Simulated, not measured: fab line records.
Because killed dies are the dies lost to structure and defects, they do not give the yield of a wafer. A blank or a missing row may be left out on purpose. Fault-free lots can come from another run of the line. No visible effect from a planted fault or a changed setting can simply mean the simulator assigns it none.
8D (eight disciplines) problem report, filled in by code ; flow berkeley-cmos170 ; the parts of the form that need people (team, actions taken, sign-off) are left out

## 1. THE ISSUE
V2_TEOS_THK at UCB170_V2_THK_MEAS_01 reads a mean of 2797 nm on 1 wafer of 1 lot; wafers without a fault read 1999 nm with a standard deviation of 29. That puts it +28 standard deviations away from the usual mean.
The first sign was on wafer L454.1 at day 11 20:40, on film-metro-01. The record has a number at this step for 39 wafers belonging to 13 lots. By rule, "out" or "out of limits" means more than 4 standard deviations away from the usual mean. All remaining wafers that have a number are taken as sound.

## 2. WHAT IT IS AND WHAT IT IS NOT
question;is;is not
which readings at this step;V2_TEOS_THK;-
which lots;L454;L438, L439, L440, L441, L442, L443, L444, L445, L448, L449, L455, L460
which wafers of those lots;L454.1;L454.2, L454.4
read on which gauges;film-metro-01;film-metro-03, film-metro-04
when;from day 11 20:40;"up to then (32 sound wafers); but 6 sound wafers of L455, L460 came after"

## 3. SUSPECTS, AND WHAT RULES EACH OUT
Counting: any tool at a process step up to the reading remains a suspect provided it ran every lot that is out. Sound lots after the first of them don't rule it out here, since some wafers of a struck lot are sound.
- the gauge at UCB170_V2_THK_MEAS_01: kept. All the wafers that are out were read on film-metro-01, and no step on other tools shows them out.
- plasma-asher-02 at UCB170_PLDD_STRIP_10 (strips in O2): kept. The lot that is out, L454, ran on it at day 10 12:25; the last sound lot it ran before that was L445, at day 8 11:40.
- plasma-asher-03 at UCB170_M1_STRIP_13 (strips in O2): kept. The lot that is out, L454, ran on it at day 11 13:19; the last sound lot it ran before that was L444, at day 9 12:16.
- pecvd-02 at UCB170_V2_CVD_00 (deposits SiO2 from TEOS/O2, target thk 2000 nm, time 250 s): kept. The lot that is out, L454, ran on it at day 11 20:25; the last sound lot it ran before that was L449, at day 11 05:00.
- Within pecvd-02 at UCB170_V2_CVD_00: the wafers that are out ran in chamber 2; their sound lot-mates ran in chamber 1.
Left after counting: plasma-asher-02 at UCB170_PLDD_STRIP_10, plasma-asher-03 at UCB170_M1_STRIP_13, pecvd-02 at UCB170_V2_CVD_00, film-metro-01 at UCB170_V2_THK_MEAS_01.

## 4. THE CAUSE (what the simulator had put in)
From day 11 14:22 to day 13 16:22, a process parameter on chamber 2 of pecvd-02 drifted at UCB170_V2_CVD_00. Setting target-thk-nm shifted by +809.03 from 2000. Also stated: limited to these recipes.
Of the 4 suspects that counting leaves, this tool is one.

## 5. THE CHAIN OF EFFECTS, in route order
Each row: a reading where the mean over the struck wafers with a number is more than 3 standard deviations away from the usual. Only readings whose record carries a usual standard deviation are examined. hours: median over the lots of the time between each lot's start at the first step of this table that gives one and its start at this step. sigmas: the change, counted in usual standard deviations.
hours;step;reading;usual;on struck wafers;change;sigmas
0;UCB170_V2_THK_MEAS_01;V2_TEOS_THK;1999 nm;2797;+798;+28

## 6. WHAT WOULD HAVE CAUGHT IT SOONER
6 hours passed between the start of the fault at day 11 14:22 and the first reading out of limits at a measuring or inspecting step in this record, taken at day 11 20:40.
Tool readings at UCB170_V2_CVD_00 with a usual standard deviation given in the record: none out on any struck wafer, hence no alarm at a limit of 4 standard deviations on them.
By day 11 20:40, every lot that is out (1) had started UCB170_V2_CVD_00 on pecvd-02. None of them would have been spared by holding the tool at that moment.
